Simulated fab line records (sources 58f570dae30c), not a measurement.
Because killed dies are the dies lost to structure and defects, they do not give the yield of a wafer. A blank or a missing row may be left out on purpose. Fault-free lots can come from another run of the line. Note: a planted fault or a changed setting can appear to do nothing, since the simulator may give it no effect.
A lot that was struck, set against a sound lot    flow berkeleyCmos170    28 steps out of a route of 331
Sound: the wafers L930.2, L930.3, L930.6. Struck: wafer L936.1. (L936.3, L936.5 of the same lot were not struck and are left out.) The cause comes at the end.
For every step that has rows: the tool of each side, followed by ch and its chambers, followed by its first start. Under that, the readings that differ: sound wafers    struck wafers    difference of the means    sigmas: that difference in standard deviations of wafers without a fault.
alike: a reading whose means differ by less than 2 such deviations, as well as words and numbers matching on both sides. not compared: withheld readings; readings where some wafer has no value; bounds like >300 that might hide an equal value; numbers whose values overlap and for which the record gives no deviation.
A row with sigmas, a row that says differs or no value, or rows on one side alone: a step with any of these is where the two part. Non-overlapping numbers with no deviation appear without sigmas and do not part them. A reading missing from all wafers of one side parts the sides only when that side holds two or more wafers.

first, 6 steps without rows for these wafers: UCB170_M2_COAT_09; UCB170_M2_COAT_10 (resist thk 900 nm); UCB170_M2_SOFTBAKE_11 (time 60 s); UCB170_M2_EXPOSE_12 (exposes mask METAL2, target cd 700 nm); UCB170_M2_PEB_13; UCB170_M2_DEVELOP_14 (develop time 45 s).
UCB170_M2_CD_MEAS_15: target cd 700 nm.
  sound: cdSem-01 at day 9 18:12; struck: cdSem-02 at day 10 20:43
  alike: cdNm
UCB170_M2_OVL_MEAS_16:
  sound: overlay-01 at day 9 18:18; struck: overlay-02 at day 10 20:50
  alike: M2_OVL
UCB170_M2_ETCH_17: etches BARC in N2/H2.
  sound on rieDiel-02 ch 0,1, day 9 18:20; struck on rieDiel-02 ch 2, day 10 20:53
  alike: drypumpMotorCurrentA, oesProductAu, rfFwdPowerW, throttleValvePct
UCB170_M2_METAL_ETCH_18: etches Al in Cl2/BCl3, stops on SiO2, target depth 1170 nm, time 195 s.
  sound on rieMetal-02 ch 1, day 9 18:26; struck on rieMetal-02 ch 0, day 10 20:55
reading              sound  struck  difference                    sigmas
rfHoursCounterH (h)  - - -  0       no value on the sound wafers  
  alike: drypumpMotorCurrentA, heBacksideLeakSccm, oesProductAu, rfFwdPowerW, throttleValvePct
UCB170_M2_STRIP_19: strips in O2.
  sound on plasmaAsher-03 ch 0, day 9 18:45; struck on plasmaAsher-01 ch 0, day 10 21:07
  alike: drypumpMotorCurrentA, oesProductAu
  not compared: rfHoursCounterH
UCB170_M2_CD_MEAS_90: target cd 700 nm.
  sound: cdSem-02 at day 9 18:52; struck: cdSem-01 at day 10 21:13
  alike: cdNm
UCB170_V2_CVD_00: deposits SiO2 from TEOS/O2, target thk 2000 nm, time 250 s.
  sound on pecvd-03 ch 0,1,2, day 9 18:58; struck on pecvd-03 ch 2, day 10 21:20
  alike: heaterPowerW, rfFwdPowerW
UCB170_V2_THK_MEAS_01:
  sound: filmMetro-03 at day 9 19:08; struck: filmMetro-02 at day 10 21:29
reading           sound           struck  difference  sigmas
V2_TEOS_THK (nm)  1992 1994 2002  1704    -292        -11
UCB170_V2_CMP_02: polishes SiO2.
  sound on cmp-01 ch 2,3, day 9 19:11; struck on cmp-01 ch 1, day 10 21:35
reading                  sound              struck  difference  sigmas
slurryFilterDpKPa (kPa)  13.43 13.60 13.61  13.82   +0.27       +2
  alike: motorCurrentA
UCB170_V2_BOW_MEAS_03:
  sound: filmMetro-01 at day 9 19:31; struck: filmMetro-03 at day 10 21:50
  alike: V2_BOW
UCB170_V2_THK_MEAS_04:
  sound: filmMetro-01 at day 9 19:37; struck: filmMetro-03 at day 10 21:58
reading               sound              struck  difference  sigmas
V2_POLISHED_THK (nm)  998.4 998.8 999.0  744.5   -254.2      -99 or more
then, 7 steps without rows for these wafers: UCB170_V2_CLEAN_05 (cleans in DIW); UCB170_V2_HMDS_06 (prime time 60 s); UCB170_V2_COAT_07 (resist thk 900 nm); UCB170_V2_SOFTBAKE_08 (time 60 s); UCB170_V2_EXPOSE_09 (exposes mask VIA2, target cd 700 nm); UCB170_V2_PEB_10; UCB170_V2_DEVELOP_11 (develop time 45 s).
UCB170_V2_CD_MEAS_12: target cd 700 nm.
  sound: cdSem-01 at day 9 20:42; struck: cdSem-01 at day 10 23:03
reading    sound              struck  difference  sigmas
cdNm (nm)  701.5 700.9 702.0  698.3   -3.2        -2
UCB170_V2_OVL_MEAS_13:
  sound: overlay-02 at day 9 20:49; struck: overlay-02 at day 10 23:10
  alike: V2_OVL
UCB170_V2_ETCH_14: etches SiO2 in CHF3/CF4/Ar, stops on Al, target depth 1250 nm, time 291 s.
  sound on rieDiel-03 ch 0,1,3, day 9 20:50; struck on rieDiel-01 ch 3, day 10 23:13
reading               sound              struck  difference  sigmas
oesProductAu (a.u.)   0.855 0.875 0.881  0.762   -0.108      -7
throttleValvePct (%)  6.95 6.94 7.00     6.74    -0.22       -2
  alike: CHF3_flow_sccm, drypumpMotorCurrentA, rfFwdPowerW
  not compared: rfHoursCounterH
UCB170_V2_STRIP_15: strips in O2.
  sound on plasmaAsher-01 ch 0,1, day 9 21:01; struck on plasmaAsher-04 ch 1, day 10 23:23
  alike: drypumpMotorCurrentA, oesProductAu, stripTimeToEndpointS
  not compared: rfHoursCounterH

== WHERE THEY PART ==
At UCB170_M2_METAL_ETCH_18 first; at UCB170_V2_ETCH_14 last (within this record only). Later steps at which nothing parts them and some readings are alike: UCB170_V2_STRIP_15.

WHY: whatever the simulator had introduced
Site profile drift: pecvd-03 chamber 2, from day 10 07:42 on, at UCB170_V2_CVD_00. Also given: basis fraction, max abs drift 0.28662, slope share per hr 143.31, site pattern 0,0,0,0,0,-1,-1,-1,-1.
